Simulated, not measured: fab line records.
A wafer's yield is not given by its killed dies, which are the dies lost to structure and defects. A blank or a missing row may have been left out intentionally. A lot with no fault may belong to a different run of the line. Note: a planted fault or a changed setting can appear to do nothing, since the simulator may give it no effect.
fab line records    flow berkeley_cmos170    part 2 of 2: steps 25 to 33 of 33
[record] lots = 5  wafers = 15  last_day = 11
route steps=331 shown PWELL@37 WELLDRIVE@55 ACTIVE@60
lots untouched by any fault: they come from a run of this same line in which no faults occurred
start_h: the number of hours between the record's first day and the start of the first shown wafer of the lot    wait_h: hours from the lot's prior step to this one    " identical to the entry in the row above    L1.1+2: one row covering several wafers at once    - value missing, or start not given    * or withheld: withheld    < > ~ a bound
route shown NAME@n: names a module that has steps shown in the file, with the first one's number in the route    usual: mean/standard deviation of fault-free wafers    same: alike in all rows    chamber/n: place in a boat    sites: the reading at each site    _std_site: the standard deviation of these    _edge_site: inner sites' mean taken away from outer sites' mean    radius_mm: for every site, how far away it sits from the centre of the wafer    mask NAME#n: copy n    behind: tool/chamber where the wafer was last shaped    hold: cause of the lot's hold/its duration in hours/its outcome    device: the n, p or np transistor that did not switch    end of line: the route-end tests of the same wafers    a step given without rows: its recipe and nothing more    killed: dies lost to structure and defects at the first sort, not the wafer's yield    map: a wafer's dies, x killed, . not, _ none there
set.NAME: setting as actually run; set.NAME@STEP: the setting as run at that earlier step    model.NAME: the simulator's own value behind a step, which no gauge read
lots at selected steps of the route; one table per step, one row per wafer
services: from which hour (start_h, from the record's first day; less than 0 if before it) a tool's chamber was out of use, for how many hours, and why
[[steps]]
[step UCB170_ACTIVE_CLEAN_01]
[recipe] chemistry = dHF  dilution = 25:1  time_s = 60
lot.wafer   tool          chamber  start_h  wait_h
L076.1+3+4  wet_bench-01  0        68.97    0.0
L084.3+5+6  wet_bench-02  3        112.58   0.0
L086.2+4+6  wet_bench-04  3        121.95   0.0
L090.1+3+5  wet_bench-01  3        147.83   0.4
L097.1+3+4  wet_bench-02  1        188.51   2.1
[step UCB170_ACTIVE_OXIDATION_02]
[recipe] temp_c = 1005  ambient = O2  target_thk_a = 264  ox_time_s = 1260
[usual] tube_center_temp_C = 1005/0.095  zone_power_centre_pct = 47.1/2.8
lot.wafer  tool        chamber  start_h  wait_h  tube_center_temp_C  zone_power_centre_pct
L076.1     furnace-01  0        71.66    2.7     1005                51.8
L076.3     "           0        "        "       1005.2              51.8
L076.4     "           0        "        "       1005                52.5
L084.3     furnace-04  0        114.25   1.6     1004.9              46.1
L084.5     "           0        "        "       1005.1              45.8
L084.6     "           0        "        "       1005                46.7
L086.2     furnace-04  0        124.35   2.4     1005.1              46.4
L086.4     "           0        "        "       1005                47.4
L086.6     "           0        "        "       1005.2              46.3
L090.1     furnace-04  0        149.52   1.7     1005.1              46.7
L090.3     "           0        "        "       1005                46.1
L090.5     "           0        "        "       1005                47.0
L097.1     furnace-04  0        189.01   0.5     1005                47.1
L097.3     "           0        "        "       1005.1              47.4
L097.4     "           0        "        "       1005.1              45.8
[step UCB170_ACTIVE_THK_MEAS_03]
[recipe] reads = SiO2_of_ACTIVE_OXIDATION_02
[usual] ACTIVE_OXIDE_THK = 27.6/0.45
lot.wafer  tool           chamber  start_h  wait_h  ACTIVE_OXIDE_THK[nm]
L076.1     film_metro-03  -        73.01    0.0     28.9
L076.3     "              -        "        "       29.1
L076.4     "              -        "        "       29.0
L084.3     film_metro-03  -        115.62   0.0     27.0
L084.5     "              -        "        "       27.7
L084.6     "              -        "        "       27.5
L086.2     film_metro-02  -        125.71   0.0     26.8
L086.4     "              -        "        "       26.8
L086.6     "              -        "        "       27.0
L090.1     film_metro-03  -        150.93   0.1     27.7
L090.3     "              -        "        "       28.1
L090.5     "              -        "        "       27.9
L097.1     film_metro-02  -        190.36   0.0     27.8
L097.3     "              -        "        "       27.9
L097.4     "              -        "        "       27.8
[step UCB170_ACTIVE_ANNEAL_04]
[recipe] temp_c = 1000  time_s = 900  ambient = N2
[usual] tube_center_temp_C = 1000/0.092  zone_power_centre_pct = 44/6.2
lot.wafer  tool        chamber  start_h  wait_h  tube_center_temp_C  zone_power_centre_pct
L076.1     furnace-01  0        75.84    2.8     1000.1              52
L076.3     "           0        "        "       1000                52
L076.4     "           0        "        "       1000.2              52
L084.3     furnace-03  0        118.42   2.8     999.95              38
L084.5     "           0        "        "       1000                38
L084.6     "           0        "        "       999.94              38
L086.2     furnace-04  0        130.17   4.5     999.97              46
L086.4     "           0        "        "       999.96              46
L086.6     "           0        "        "       1000.1              46
L090.1     furnace-03  0        152.31   1.4     1000.1              38
L090.3     "           0        "        "       999.92              38
L090.5     "           0        "        "       1000.1              37
L097.1     furnace-01  0        192.22   1.9     1000                51
L097.3     "           0        "        "       1000.1              52
L097.4     "           0        "        "       999.83              52
[step UCB170_ACTIVE_CVD_05]
[recipe] material = Si3N4  target_thk_nm = 220  temp_c = 800  precursor = SiH2Cl2/NH3  time_s = 3300  pressure_mtorr = 200  sih2cl2_flow_sccm = 25  nh3_flow_sccm = 75
[usual] susceptor_temp_C = 800.0/0.31  zone_power_centre_pct = 35.0/2.5
lot.wafer  tool      chamber  start_h  wait_h  susceptor_temp_C  zone_power_centre_pct
L076.1     lpcvd-01  0        77.09    0.0     799.5             34.4
L076.3     "         0        "        "       799.9             34.2
L076.4     "         0        "        "       799.7             35.0
L084.3     lpcvd-01  1        119.67   0.0     799.9             37.2
L084.5     "         1        "        "       800.0             37.5
L084.6     "         1        "        "       800.1             36.7
L086.2     lpcvd-01  1        131.42   0.0     800.5             36.6
L086.4     "         1        "        "       800.1             37.1
L086.6     "         1        "        "       799.9             36.7
L090.1     lpcvd-02  1        153.56   0.0     799.9             31.2
L090.3     "         1        "        "       800.2             31.5
L090.5     "         1        "        "       799.6             31.4
L097.1     lpcvd-02  0        193.47   0.0     800.5             37.6
L097.3     "         0        "        "       800.0             38.2
L097.4     "         0        "        "       800.1             38.0
[step UCB170_ACTIVE_THK_MEAS_06]
[recipe] reads = Si3N4_of_ACTIVE_CVD_05
[usual] ACTIVE_NITRIDE_THK = 219.4/2
lot.wafer  tool           chamber  start_h  wait_h  ACTIVE_NITRIDE_THK[nm]
L076.1     film_metro-04  -        79.01    0.0     222.6
L076.3     "              -        "        "       220.7
L076.4     "              -        "        "       220.6
L084.3     film_metro-03  -        121.61   0.0     219.3
L084.5     "              -        "        "       219.3
L084.6     "              -        "        "       219.0
L086.2     film_metro-03  -        133.35   0.0     219.4
L086.4     "              -        "        "       220.3
L086.6     "              -        "        "       220.7
L090.1     film_metro-03  -        155.48   0.0     219.4
L090.3     "              -        "        "       220.3
L090.5     "              -        "        "       219.7
L097.1     film_metro-03  -        195.39   0.0     217.2
L097.3     "              -        "        "       218.7
L097.4     "              -        "        "       219.7
[step UCB170_ACTIVE_HMDS_07]
[recipe] prime_time_s = 60  prime_temp_c = 100
[usual] chill_plate_temp_C = 23.01/0.098
lot.wafer  tool            chamber  start_h  wait_h  chill_plate_temp_C
L076.1     litho_track-04  0        79.07    0.1     23.01
L076.3     "               0        "        "       23.21
L076.4     "               0        "        "       23.12
L084.3     litho_track-03  0        121.82   0.2     22.86
L084.5     "               0        "        "       22.91
L084.6     "               0        "        "       22.94
L086.2     litho_track-02  0        133.42   0.1     22.88
L086.4     "               0        "        "       23.02
L086.6     "               0        "        "       23.11
L090.1     litho_track-04  0        155.76   0.3     23.15
L090.3     "               0        "        "       23.07
L090.5     "               0        "        "       22.97
L097.1     litho_track-04  0        195.45   0.1     22.92
L097.3     "               0        "        "       23.10
L097.4     "               0        "        "       23.06
[step UCB170_ACTIVE_COAT_08]
[recipe] resist = KrF  spin_rpm = 1500  resist_thk_nm = 900
[usual] chill_plate_temp_C = 23.01/0.1  dispense_pressure_kPa = 52.7/2.8
lot.wafer  tool            chamber  start_h  wait_h  chill_plate_temp_C  dispense_pressure_kPa
L076.1     litho_track-04  0        79.22    0.1     23.01               56.0
L076.3     "               0        "        "       23.08               55.9
L076.4     "               0        "        "       23.08               55.9
L084.3     litho_track-03  0        121.97   0.1     23.00               48.9
L084.5     "               0        "        "       23.11               48.9
L084.6     "               0        "        "       23.10               48.9
L086.2     litho_track-02  0        133.57   0.1     22.97               52.7
L086.4     "               0        "        "       22.91               52.7
L086.6     "               0        "        "       23.01               52.7
L090.1     litho_track-04  0        155.91   0.1     23.01               55.9
L090.3     "               0        "        "       22.92               55.9
L090.5     "               0        "        "       23.05               55.9
L097.1     litho_track-04  0        195.60   0.1     23.13               55.9
L097.3     "               0        "        "       23.08               55.9
L097.4     "               0        "        "       23.11               56.0
[step UCB170_ACTIVE_SOFTBAKE_09]
[recipe] resist = KrF  temp_c = 130  time_s = 60
[usual] chill_plate_temp_C = 23.01/0.099  heater_power_total_W = 56.80/0.046
lot.wafer  tool            chamber  start_h  wait_h  chill_plate_temp_C  heater_power_total_W
L076.1     litho_track-04  0        79.37    0.1     23.05               56.77
L076.3     "               0        "        "       22.92               56.81
L076.4     "               0        "        "       22.94               56.81
L084.3     litho_track-03  0        122.12   0.1     23.13               56.73
L084.5     "               0        "        "       23.02               56.84
L084.6     "               0        "        "       22.91               56.85
L086.2     litho_track-02  0        133.72   0.1     22.84               56.83
L086.4     "               0        "        "       23.12               56.79
L086.6     "               0        "        "       22.94               56.80
L090.1     litho_track-04  0        156.06   0.1     23.03               56.76
L090.3     "               0        "        "       23.02               56.85
L090.5     "               0        "        "       23.00               56.72
L097.1     litho_track-04  0        195.75   0.1     23.01               56.80
L097.3     "               0        "        "       23.01               56.80
L097.4     "               0        "        "       23.11               56.79
[[services]]
tool             chamber  start_h  hours  kind
implanter-02     -        27.46    7.8    repair
rie_diel-01      1        29.57    2.0    repair
plasma_asher-04  -        43.97    2.4    repair
rie_diel-02      1        44.16    5.3    repair
implanter-02     -        45.68    2.9    repair
furnace-02       -        53.30    4.2    pm
rie_diel-02      0        60.79    14.2   repair
krf_scanner-02   -        72.40    4.0    pm
krf_scanner-01   -        77.38    1.3    pm
krf_scanner-02   -        78.68    1.0    pm
rie_diel-01      2        88.07    5.1    repair
rie_diel-02      -        89.47    2.8    pm
krf_scanner-02   -        92.16    0.8    pm
implanter-04     -        96.03    2.8    repair
implanter-04     -        101.97   4.8    pm
rie_diel-01      -        115.14   0.5    repair
krf_scanner-02   -        119.65   1.3    pm
furnace-03       -        145.79   4.0    pm
rie_diel-02      0        151.23   7.4    repair
krf_scanner-01   -        154.27   0.8    pm
furnace-01       -        163.74   3.6    pm
krf_scanner-01   -        169.10   1.0    pm
rie_diel-02      3        175.74   15.9   repair
implanter-04     -        186.23   9.1    repair
